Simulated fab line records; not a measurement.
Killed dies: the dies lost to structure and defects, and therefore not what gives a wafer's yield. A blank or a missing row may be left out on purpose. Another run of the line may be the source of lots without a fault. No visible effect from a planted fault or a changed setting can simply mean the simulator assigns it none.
fab line records	flow berkeley_cmos170	part 1 of 2: steps 1 to 40 of 44
record lots=6	wafers=18	last_day=12
route steps=331 shown CONTACT@226 M1@238 V1@254 M3@331
lots with no fault: from the same line, run without faults
start_h: start of the lot's first displayed wafer, in hours after the record's first day	wait_h: hours from the lot's prior step to this one	" identical to the entry in the row above	L1.1+2: a row that stands for several wafers	- no value present, or no start provided	* or withheld: withheld	< > ~ a bound
route shown NAME@n: names a module that has steps shown in the file, with the first one's number in the route	usual: mean and standard deviation over wafers with no fault	same: alike in all rows	chamber/n: place in a boat	sites: each site's reading	_std_site: how widely they spread, as a standard deviation	_edge_site: mean of outer sites minus mean of inner sites	radius_mm: for every site, how far away it sits from the centre of the wafer	mask NAME#n: copy n	behind: the most recent tool/chamber to have shaped the wafer	hold: the reason the lot was held/the length of the hold in hours/how it ended	device: the transistor (n, p or np) that didn't switch	end of line: the route-end tests of the same wafers	where a step has no rows: the recipe by itself	killed: at the first sort, the dies lost to defects and structure; wafer yield is something else	map: a wafer's dies, x killed, . not, _ none there
set.NAME: setting as actually run; set.NAME@STEP: the setting as run at that earlier step	model.NAME: the simulator's own value behind a step, which no gauge read
lots at some steps of the route; a table a step, a row a wafer
services: a tool's chamber out of use, with start hour (start_h, from the record's first day; less than 0 if before it), hours out, and reason
## steps
# step UCB170_CONTACT_COAT_10
# recipe resist=KrF	spin_rpm=1500	resist_thk_nm=900
# step UCB170_CONTACT_SOFTBAKE_11
# recipe resist=KrF	temp_c=130	time_s=60
# step UCB170_CONTACT_EXPOSE_12
# recipe mask_id=CONT	target_cd_nm=700	na=0.5	sigma_outer=0.6	source_shape=conventional	dose_mj=35
# step UCB170_CONTACT_PEB_13
# recipe peb_temp_c=130	peb_time_s=withheld	resist=KrF
# step UCB170_CONTACT_DEVELOP_14
# recipe developer=TMAH	develop_time_s=45	resist=KrF	dev_temp_c=21
# step UCB170_CONTACT_CD_MEAS_15
# recipe target_cd_nm=700
# usual cd_nm=699.9/1.3
lot.wafer	tool	chamber	start_h	wait_h	cd_nm
L136.1	cd_sem-01	-	143.56	-	700.4
L136.2	"	-	"	"	701.0
L136.5	"	-	"	"	700.9
L137.1	cd_sem-02	-	145.29	-	699.7
L137.3	"	-	"	"	699.5
L137.5	"	-	"	"	699.1
L142.3	cd_sem-01	-	177.86	-	699.3
L142.4	"	-	"	"	699.0
L142.5	"	-	"	"	699.3
L143.1	cd_sem-02	-	179.75	-	698.6
L143.3	"	-	"	"	698.1
L143.5	"	-	"	"	697.8
L147.1	cd_sem-01	-	192.82	-	698.1
L147.2	"	-	"	"	698.0
L147.6	"	-	"	"	697.1
L157.2	cd_sem-02	-	264.52	-	699.0
L157.4	"	-	"	"	699.3
L157.6	"	-	"	"	699.6
# step UCB170_CONTACT_OVL_MEAS_16
# usual CONTACT_OVL=1/5.6
lot.wafer	tool	chamber	start_h	wait_h	CONTACT_OVL[nm]
L136.1	overlay-02	-	143.68	0.1	-3
L136.2	"	-	"	"	-4
L136.5	"	-	"	"	-3
L137.1	overlay-01	-	145.41	0.1	2
L137.3	"	-	"	"	-2
L137.5	"	-	"	"	7
L142.3	overlay-01	-	177.95	0.1	-3
L142.4	"	-	"	"	-11
L142.5	"	-	"	"	5
L143.1	overlay-01	-	179.90	0.1	-12
L143.3	"	-	"	"	-5
L143.5	"	-	"	"	-6
L147.1	overlay-01	-	192.94	0.1	-4
L147.2	"	-	"	"	2
L147.6	"	-	"	"	-1
L157.2	overlay-02	-	264.63	0.1	6
L157.4	"	-	"	"	3
L157.6	"	-	"	"	7
# step UCB170_CONTACT_ETCH_17
# recipe chemistry=N2/H2	target_depth_a=withheld	overetch_a=withheld	target=BARC	time_s=withheld	source_w=500	bias_w=100	pressure_mtorr=30	n2_flow_sccm=100	h2_flow_sccm=200
# usual drypump_motor_current_A=5.7/0.5	oes_product_au=1.009/0.023	throttle_valve_pct=13.23/0.14
lot.wafer	tool	chamber	start_h	wait_h	drypump_motor_current_A	oes_product_au	throttle_valve_pct
L136.1	rie_diel-04	0	143.72	0.0	6.4	1.003	13.16
L136.2	"	3	"	"	5.2	1.032	13.34
L136.5	"	0	"	"	6.4	1.002	13.15
L137.1	rie_diel-04	3	145.44	0.0	5.2	1.040	13.34
L137.3	"	0	"	"	6.4	1.008	13.18
L137.5	"	0	"	"	6.4	1.004	13.16
L142.3	rie_diel-01	2	177.98	0.0	5.3	1.047	13.35
L142.4	"	1	"	"	5.9	0.993	13.02
L142.5	"	1	"	"	5.9	0.997	13.03
L143.1	rie_diel-03	3	179.94	0.0	6.3	1.037	13.26
L143.3	"	0	"	"	5.5	1.020	12.95
L143.5	"	2	"	"	6.0	0.989	13.26
L147.1	rie_diel-03	1	192.97	0.0	4.9	0.984	13.31
L147.2	"	3	"	"	6.3	1.032	13.28
L147.6	"	1	"	"	4.9	0.998	13.34
L157.2	rie_diel-04	0	264.66	0.0	6.4	1.020	13.19
L157.4	"	3	"	"	5.2	1.019	13.20
L157.6	"	1	"	"	5.8	0.983	13.24
# step UCB170_CONTACT_ETCH_18
# recipe chemistry=CHF3/CF4/Ar	target=PSG	stop_on=TiSi2	CHF3_flow_sccm=45	cf4_flow_sccm=15	Ar_flow_sccm=150	pressure_mtorr=200	rf_w=700	target_depth_a=8400	over_etch_frac=0.2	time_s=195
# usual drypump_motor_current_A=5.7/0.5	oes_product_au=0.898/0.012	throttle_valve_pct=6.87/0.099
# same over_etch_frac=0.2
lot.wafer	tool	chamber	start_h	wait_h	drypump_motor_current_A	oes_product_au	rf_hours_counter_h	throttle_valve_pct
L136.1	rie_diel-04	0	-	-	6.4	0.886	162	6.87
L136.2	"	3	"	"	5.3	0.908	145	6.96
L136.5	"	0	"	"	6.4	0.890	-	6.88
L137.1	rie_diel-04	3	-	-	5.3	0.920	145	6.94
L137.3	"	0	"	"	6.4	0.897	162	6.86
L137.5	"	0	"	"	6.4	0.892	-	6.86
L142.3	rie_diel-01	2	-	-	5.3	0.917	1	6.88
L142.4	"	1	"	"	5.9	0.890	120	6.72
L142.5	"	1	"	"	5.9	0.887	-	6.74
L143.1	rie_diel-03	3	-	-	6.3	0.903	24	6.95
L143.3	"	0	"	"	5.5	0.909	95	6.66
L143.5	"	2	"	"	6.0	0.895	-	6.86
L147.1	rie_diel-03	1	-	-	4.9	0.884	127	6.97
L147.2	"	3	"	"	6.3	0.904	25	6.95
L147.6	"	1	"	"	4.9	0.879	-	6.95
L157.2	rie_diel-04	0	-	-	6.4	0.891	5	6.87
L157.4	"	3	"	"	5.2	0.904	2	6.93
L157.6	"	1	"	"	5.8	0.890	-	6.94
# step UCB170_CONTACT_STRIP_19
# recipe chemistry=O2	power_w=400	pressure_mtorr=3500	platen_temp_c=withheld	o2_flow_sccm=400	overash_fraction=0.5
# step UCB170_CONTACT_CD_MEAS_90
# recipe target_cd_nm=700
# usual cd_nm=699.9/1.6
lot.wafer	tool	chamber	start_h	wait_h	cd_nm
L136.1	cd_sem-01	-	143.98	0.1	700.8
L136.2	"	-	"	"	701.6
L136.5	"	-	"	"	701.8
L137.1	cd_sem-01	-	145.71	0.1	699.7
L137.3	"	-	"	"	700.3
L137.5	"	-	"	"	699.7
L142.3	cd_sem-02	-	178.29	0.1	699.7
L142.4	"	-	"	"	700.0
L142.5	"	-	"	"	699.5
L143.1	cd_sem-01	-	180.21	0.1	697.1
L143.3	"	-	"	"	697.7
L143.5	"	-	"	"	697.5
L147.1	cd_sem-02	-	193.24	0.1	697.9
L147.2	"	-	"	"	697.9
L147.6	"	-	"	"	698.2
L157.2	cd_sem-01	-	264.95	0.1	699.8
L157.4	"	-	"	"	697.1
L157.6	"	-	"	"	700.1
# step UCB170_CONTACT_CLEAN_20
# recipe chemistry=SPM	temp_c=120	time_s=600
# step UCB170_M1_SPUTTER_00
# recipe material=Al	target_thk_nm=600	time_s=80	power_w=6000	chamber_pressure_pa=0.5
# usual throttle_valve_pct=29.8/1.4
lot.wafer	tool	chamber	start_h	wait_h	throttle_valve_pct	model.Al_of_M1_SPUTTER_00.thk_nm
L136.1	pvd_sputter-01	-	144.28	0.0	30.9	589.8
L136.2	"	-	"	"	30.2	602.9
L136.5	"	-	"	"	30.8	589.9
L137.1	pvd_sputter-02	-	146.00	0.0	32.2	593.5
L137.3	"	-	"	"	29.5	591.8
L137.5	"	-	"	"	29.8	595.8
L142.3	pvd_sputter-02	-	178.54	0.0	27.6	278.3
L142.4	"	-	"	"	32.5	274.3
L142.5	"	-	"	"	32.6	275.9
L143.1	pvd_sputter-04	-	182.96	0.0	29.2	602.7
L143.3	"	-	"	"	27.9	605.8
L143.5	"	-	"	"	30.6	605
L147.1	pvd_sputter-02	-	193.53	0.0	27.6	270.6
L147.2	"	-	"	"	29.6	265.8
L147.6	"	-	"	"	29.6	263.6
L157.2	pvd_sputter-04	-	265.23	0.0	28.4	620.2
L157.4	"	-	"	"	29.1	608.5
L157.6	"	-	"	"	30.1	615
# step UCB170_M1_RS_MEAS_01
# recipe thk_meas_gauge=four-point-probe	reads=Al_of_M1_SPUTTER_00
# usual M1_AL_RS=0.0483/0.00057
lot.wafer	tool	chamber	start_h	wait_h	M1_AL_RS[ohm/sq]
L136.1	film_metro-02	-	144.34	0.0	0.0494
L136.2	"	-	"	"	0.0484
L136.5	"	-	"	"	0.0494
L137.1	film_metro-01	-	146.07	0.0	0.0491
L137.3	"	-	"	"	0.0492
L137.5	"	-	"	"	0.0489
L142.3	film_metro-03	-	178.64	0.1	0.1069
L142.4	"	-	"	"	0.1084
L142.5	"	-	"	"	0.1076
L143.1	film_metro-01	-	183.02	0.0	0.0482
L143.3	"	-	"	"	0.0481
L143.5	"	-	"	"	0.0482
L147.1	film_metro-02	-	193.60	0.0	0.1098
L147.2	"	-	"	"	0.1118
L147.6	"	-	"	"	0.1128
L157.2	film_metro-02	-	265.31	0.1	0.0468
L157.4	"	-	"	"	0.0478
L157.6	"	-	"	"	0.0473
# step UCB170_M1_THK_MEAS_02
# recipe thk_meas_gauge=xrf	reads=Al_of_M1_SPUTTER_00
# usual M1_AL_THK=595/7.4
lot.wafer	tool	chamber	start_h	wait_h	M1_AL_THK[nm]
L136.1	film_metro-02	-	144.46	0.1	585
L136.2	"	-	"	"	601
L136.5	"	-	"	"	587
L137.1	film_metro-01	-	146.19	0.1	587
L137.3	"	-	"	"	585
L137.5	"	-	"	"	590
L142.3	film_metro-03	-	178.74	0.1	274
L142.4	"	-	"	"	269
L142.5	"	-	"	"	271
L143.1	film_metro-01	-	183.14	0.1	599
L143.3	"	-	"	"	601
L143.5	"	-	"	"	597
L147.1	film_metro-02	-	193.72	0.1	267
L147.2	"	-	"	"	264
L147.6	"	-	"	"	261
L157.2	film_metro-02	-	265.42	0.1	611
L157.4	"	-	"	"	601
L157.6	"	-	"	"	610
# step UCB170_M1_COAT_03
# recipe resist=BARC	temp_c=withheld	time_s=withheld	spin_rpm=3000	resist_thk_nm=withheld
# step UCB170_M1_COAT_04
# recipe resist=KrF	spin_rpm=1500	resist_thk_nm=900
# step UCB170_M1_SOFTBAKE_05
# recipe resist=KrF	temp_c=130	time_s=60
# step UCB170_M1_EXPOSE_06
# recipe mask_id=METAL1	target_cd_nm=700	na=0.5	sigma_outer=0.6	source_shape=conventional	dose_mj=20.57
# step UCB170_M1_PEB_07
# recipe peb_temp_c=130	peb_time_s=withheld	resist=KrF
# step UCB170_M1_DEVELOP_08
# recipe developer=TMAH	develop_time_s=45	resist=KrF	dev_temp_c=21
# step UCB170_M1_CD_MEAS_09
# recipe target_cd_nm=700
# usual cd_nm=700.2/1.3
lot.wafer	tool	chamber	start_h	wait_h	cd_nm
L136.1	cd_sem-02	-	146.01	-	701.2
L136.2	"	-	"	"	700.7
L136.5	"	-	"	"	699.1
L137.1	cd_sem-02	-	147.30	-	701.9
L137.3	"	-	"	"	700.9
L137.5	"	-	"	"	701.4
L142.3	cd_sem-01	-	179.79	-	701.0
L142.4	"	-	"	"	700.4
L142.5	"	-	"	"	699.4
L143.1	cd_sem-01	-	184.16	-	701.3
L143.3	"	-	"	"	699.6
L143.5	"	-	"	"	699.3
L147.1	cd_sem-01	-	194.82	-	699.7
L147.2	"	-	"	"	701.8
L147.6	"	-	"	"	701.2
L157.2	cd_sem-01	-	266.45	-	697.3
L157.4	"	-	"	"	698.5
L157.6	"	-	"	"	697.3
# step UCB170_M1_OVL_MEAS_10
# usual M1_OVL=0/4.8
lot.wafer	tool	chamber	start_h	wait_h	M1_OVL[nm]
L136.1	overlay-01	-	146.13	0.1	-2
L136.2	"	-	"	"	-2
L136.5	"	-	"	"	-4
L137.1	overlay-02	-	147.42	0.1	-7
L137.3	"	-	"	"	-6
L137.5	"	-	"	"	-4
L142.3	overlay-01	-	179.88	0.1	-3
L142.4	"	-	"	"	-3
L142.5	"	-	"	"	-4
L143.1	overlay-01	-	184.28	0.1	-10
L143.3	"	-	"	"	-4
L143.5	"	-	"	"	-8
L147.1	overlay-02	-	194.94	0.1	-1
L147.2	"	-	"	"	0
L147.6	"	-	"	"	3
L157.2	overlay-01	-	266.56	0.1	7
L157.4	"	-	"	"	12
L157.6	"	-	"	"	10
# step UCB170_M1_ETCH_11
# recipe chemistry=N2/H2	target_depth_a=withheld	overetch_a=withheld	target=BARC	time_s=withheld	source_w=500	bias_w=100	pressure_mtorr=30	n2_flow_sccm=100	h2_flow_sccm=200
# usual drypump_motor_current_A=5.7/0.5	oes_product_au=1.000/0.024	throttle_valve_pct=13.28/0.17
lot.wafer	tool	chamber	start_h	wait_h	drypump_motor_current_A	oes_product_au	throttle_valve_pct
L136.1	rie_diel-03	3	146.17	0.0	6.3	1.023	13.28
L136.2	"	2	"	"	6.0	0.979	13.26
L136.5	"	2	"	"	6.0	0.981	13.26
L137.1	rie_diel-02	0	147.46	0.0	5.9	1.022	13.24
L137.3	"	3	"	"	6.4	0.999	13.54
L137.5	"	0	"	"	5.9	1.030	13.22
L142.3	rie_diel-02	3	179.90	0.0	6.4	0.982	13.54
L142.4	"	1	"	"	5.6	0.971	13.29
L142.5	"	2	"	"	5.1	1.015	13.45
L143.1	rie_diel-03	0	184.32	0.0	5.5	1.020	12.97
L143.3	"	2	"	"	6.0	0.991	13.27
L143.5	"	3	"	"	6.3	1.032	13.28
L147.1	rie_diel-01	3	194.97	0.0	6.1	1.025	13.14
L147.2	"	2	"	"	5.3	1.045	13.35
L147.6	"	0	"	"	5.0	0.968	13.60
L157.2	rie_diel-02	0	266.59	0.0	5.9	1.026	13.22
L157.4	"	0	"	"	5.9	1.025	13.21
L157.6	"	1	"	"	5.6	0.974	13.30
# step UCB170_M1_METAL_ETCH_12
# recipe chemistry=Cl2/BCl3	target=Al	stop_on=PSG	pressure_mtorr=12	target_depth_a=7800	over_etch_frac=0.3	time_s=130	icp_w=600	bias_w=120	Cl2_flow_sccm=90	bcl3_flow_sccm=45
# usual drypump_motor_current_A=5.7/0.46	oes_product_au=0.859/0.012	throttle_valve_pct=24.3/0.38
# same over_etch_frac=0.3
lot.wafer	tool	chamber	start_h	wait_h	drypump_motor_current_A	oes_product_au	rf_hours_counter_h	throttle_valve_pct
L136.1	rie_metal-04	1	146.21	-	6.7	0.842	1.3	23.8
L136.2	"	0	"	"	5.1	0.847	7.5	24.8
L136.5	"	0	"	"	5.2	0.841	-	24.8
L137.1	rie_metal-01	0	147.50	-	5.4	0.846	4.0	24.8
L137.3	"	1	"	"	5.5	0.858	-	23.9
L137.5	"	0	"	"	5.4	0.858	-	24.7
L142.3	rie_metal-01	0	179.99	-	5.4	0.608	-	24.9
L142.4	"	1	"	"	5.5	0.602	-	24.1
L142.5	"	0	"	"	5.4	0.594	-	24.9
L143.1	rie_metal-04	1	184.36	-	6.7	0.840	2.7	23.8
L143.3	"	1	"	"	6.7	0.845	-	23.8
L143.5	"	0	"	"	5.1	0.855	-	24.8
L147.1	rie_metal-01	0	195.02	-	5.4	0.585	5.0	24.9
L147.2	"	1	"	"	5.5	0.592	2.1	24.1
L147.6	"	1	"	"	5.5	0.600	-	24.1
L157.2	rie_metal-04	0	266.63	-	5.1	0.869	11.1	24.8
L157.4	"	1	"	"	6.7	0.861	-	23.8
L157.6	"	0	"	"	5.1	0.862	-	24.8
# step UCB170_M1_STRIP_13
# recipe chemistry=O2	power_w=400	pressure_mtorr=3500	platen_temp_c=withheld	o2_flow_sccm=400	overash_fraction=0.5
# usual drypump_motor_current_A=5.6/0.34	oes_product_au=0.720/0.0043
lot.wafer	tool	chamber	start_h	wait_h	drypump_motor_current_A	oes_product_au	rf_hours_counter_h
L136.1	plasma_asher-04	1	146.35	0.1	5.7	0.727	35
L136.2	"	0	"	"	5.6	0.727	35
L136.5	"	0	"	"	5.6	0.725	-
L137.1	plasma_asher-04	0	147.63	0.1	5.6	0.724	35
L137.3	"	0	"	"	5.6	0.721	-
L137.5	"	0	"	"	5.6	0.726	-
L142.3	plasma_asher-04	0	180.11	0.1	5.6	0.722	-
L142.4	"	1	"	"	5.7	0.727	-
L142.5	"	0	"	"	5.5	0.719	-
L143.1	plasma_asher-04	0	184.50	0.1	5.6	0.716	39
L143.3	"	0	"	"	5.6	0.722	-
L143.5	"	0	"	"	5.5	0.721	-
L147.1	plasma_asher-02	0	195.15	0.1	5.9	0.716	9
L147.2	"	1	"	"	4.6	0.712	9
L147.6	"	0	"	"	5.9	0.712	-
L157.2	plasma_asher-03	1	266.77	0.1	5.6	0.715	55
L157.4	"	0	"	"	5.7	0.720	-
L157.6	"	1	"	"	5.6	0.724	-
# step UCB170_M1_CD_MEAS_90
# recipe target_cd_nm=700
# usual cd_nm=698.7/2.4
lot.wafer	tool	chamber	start_h	wait_h	cd_nm
L136.1	cd_sem-02	-	146.45	0.1	700.7
L136.2	"	-	"	"	698.0
L136.5	"	-	"	"	694.2
L137.1	cd_sem-02	-	147.73	0.1	698.0
L137.3	"	-	"	"	699.4
L137.5	"	-	"	"	695.9
L142.3	cd_sem-02	-	180.22	0.1	699.2
L142.4	"	-	"	"	698.7
L142.5	"	-	"	"	696.5
L143.1	cd_sem-02	-	184.60	0.1	699.9
L143.3	"	-	"	"	698.8
L143.5	"	-	"	"	696.7
L147.1	cd_sem-01	-	195.25	0.1	696.6
L147.2	"	-	"	"	702.7
L147.6	"	-	"	"	702.8
L157.2	cd_sem-02	-	266.89	0.1	695.9
L157.4	"	-	"	"	696.4
L157.6	"	-	"	"	698.8
# step UCB170_M1_ANNEAL_14
# recipe temp_c=400	time_s=1200	ambient=forming_gas
# step UCB170_V1_CVD_00
# recipe material=SiO2	target_thk_nm=2000	temp_c=390	precursor=TEOS/O2	time_s=250	rf_w=550	pressure_mtorr=9000
# step UCB170_V1_THK_MEAS_01
# recipe reads=SiO2_of_V1_CVD_00
# usual V1_TEOS_THK=2006/30
lot.wafer	tool	chamber	start_h	wait_h	V1_TEOS_THK[nm]
L136.1	film_metro-03	-	149.85	0.1	1938
L136.2	"	-	"	"	1975
L136.5	"	-	"	"	2013
L137.1	film_metro-04	-	149.85	0.1	1971
L137.3	"	-	"	"	1975
L137.5	"	-	"	"	2006
L142.3	film_metro-04	-	184.69	0.1	2001
L142.4	"	-	"	"	2045
L142.5	"	-	"	"	2038
L143.1	film_metro-04	-	188.75	0.1	1985
L143.3	"	-	"	"	2012
L143.5	"	-	"	"	2042
L147.1	film_metro-04	-	201.02	0.1	2002
L147.2	"	-	"	"	2011
L147.6	"	-	"	"	2030
L157.2	film_metro-01	-	275.09	0.1	1983
L157.4	"	-	"	"	1988
L157.6	"	-	"	"	1997
# step UCB170_V1_CMP_02
# recipe material=SiO2	down_force_psi=6	platen_rpm=60	pad_velocity_m_s=0.75398
# usual motor_current_A=16.7/1.5
lot.wafer	tool	chamber	start_h	wait_h	motor_current_A
L136.2	cmp-01	3	149.96	0.1	15.7
L136.1	"	0	"	"	19.3
L136.5	"	3	"	"	17.0
L137.3	cmp-02	3	150.21	0.3	16.4
L137.1	"	1	"	"	14.4
L137.5	"	3	"	"	17.9
L142.4	cmp-01	3	184.83	0.1	16.1
L142.3	"	0	"	"	18.5
L142.5	"	2	"	"	19.6
L143.3	cmp-01	3	188.86	0.1	17.1
L143.1	"	0	"	"	19.4
L143.5	"	2	"	"	18.2
L147.1	cmp-02	1	204.84	3.8	16.1
L147.2	"	2	"	"	16.1
L147.6	"	0	"	"	15.6
L157.2	cmp-01	3	275.19	0.1	16.9
L157.4	"	0	"	"	19.0
L157.6	"	2	"	"	18.7
# step UCB170_V1_BOW_MEAS_03
# recipe mode=bow
# usual V1_BOW=20/6.8
lot.wafer	tool	chamber	start_h	wait_h	V1_BOW[um]
L136.1	film_metro-03	-	150.21	0.1	16
L136.2	"	-	"	"	16
L136.5	"	-	"	"	24
L137.1	film_metro-04	-	150.51	0.1	15
L137.3	"	-	"	"	14
L137.5	"	-	"	"	29
L142.3	film_metro-04	-	185.07	0.1	22
L142.4	"	-	"	"	9
L142.5	"	-	"	"	24
L143.1	film_metro-03	-	189.11	0.1	20
L143.3	"	-	"	"	23
L143.5	"	-	"	"	25
L147.1	film_metro-03	-	205.09	0.2	19
L147.2	"	-	"	"	18
L147.6	"	-	"	"	7
L157.2	film_metro-03	-	275.46	0.2	20
L157.4	"	-	"	"	27
L157.6	"	-	"	"	17
# step UCB170_V1_THK_MEAS_04
# recipe reads=SiO2_of_V1_CVD_00
# usual V1_POLISHED_THK=1000.1/1.5
lot.wafer	tool	chamber	start_h	wait_h	V1_POLISHED_THK[nm]
L136.1	film_metro-03	-	150.33	0.1	1000.0
L136.2	"	-	"	"	999.8
L136.5	"	-	"	"	999.9
L137.1	film_metro-04	-	150.63	0.1	996.9
L137.3	"	-	"	"	999.8
L137.5	"	-	"	"	1000.6
L142.3	film_metro-04	-	185.17	0.1	999.8
L142.4	"	-	"	"	1000.3
L142.5	"	-	"	"	1002.6
L143.1	film_metro-03	-	189.23	0.1	1000.7
L143.3	"	-	"	"	1001.1
L143.5	"	-	"	"	999.6
L147.1	film_metro-03	-	205.21	0.1	999.8
L147.2	"	-	"	"	1002.0
L147.6	"	-	"	"	1001.5
L157.2	film_metro-03	-	275.57	0.1	1000.8
L157.4	"	-	"	"	999.8
L157.6	"	-	"	"	999.5
# step UCB170_V1_CLEAN_05
# recipe chemistry=DIW
# step UCB170_V1_HMDS_06
# recipe prime_time_s=60	prime_temp_c=100
# step UCB170_V1_COAT_07
# recipe resist=KrF	spin_rpm=1500	resist_thk_nm=900
# step UCB170_V1_SOFTBAKE_08
# recipe resist=KrF	temp_c=130	time_s=60
# step UCB170_V1_EXPOSE_09
# recipe mask_id=VIA1	target_cd_nm=700	na=0.5	sigma_outer=0.6	source_shape=conventional	dose_mj=37
# step UCB170_V1_PEB_10
# recipe peb_temp_c=130	peb_time_s=withheld	resist=KrF
# step UCB170_V1_DEVELOP_11
# recipe developer=TMAH	develop_time_s=45	resist=KrF	dev_temp_c=21
## key
first_sign step=UCB170_M1_RS_MEAS_01	reading=M1_AL_RS	direction=up	sigmas=99+	usual=0.0483	struck=0.1096
effect step=UCB170_M1_THK_MEAS_02	reading=M1_AL_THK	direction=down	sigmas=44	usual=595	struck=267
effect step=UCB170_M1_METAL_ETCH_12	reading=oes_product_au	direction=down	sigmas=23	usual=0.859	struck=0.597
model_effect step=UCB170_M1_SPUTTER_00	value=Al_of_M1_SPUTTER_00.thk_nm	without=601.4	struck=271.4
model_effect step=UCB170_V1_ETCH_14	value=Al_of_M1_SPUTTER_00.thk_nm	without=601.9	struck=271.9
model_effect step=UCB170_M3_PROBE_99	value=etest.antenna_m1.gate_log10_a_cm2	without=-7.785	struck=-7.234
met_at UCB170_M1_SPUTTER_00
struck_wafers L142.3,L142.4,L142.5,L147.1,L147.2,L147.6
onset_between 146.00 178.54
fault kind=process_parameter_drift	tool=pvd_sputter-02	chamber=-	onset_h=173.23	steps=UCB170_M1_SPUTTER_00	channel=target_thk_nm	offset=-330	shape=step	end_h=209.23	acts_in=these_recipes_only	stated=600
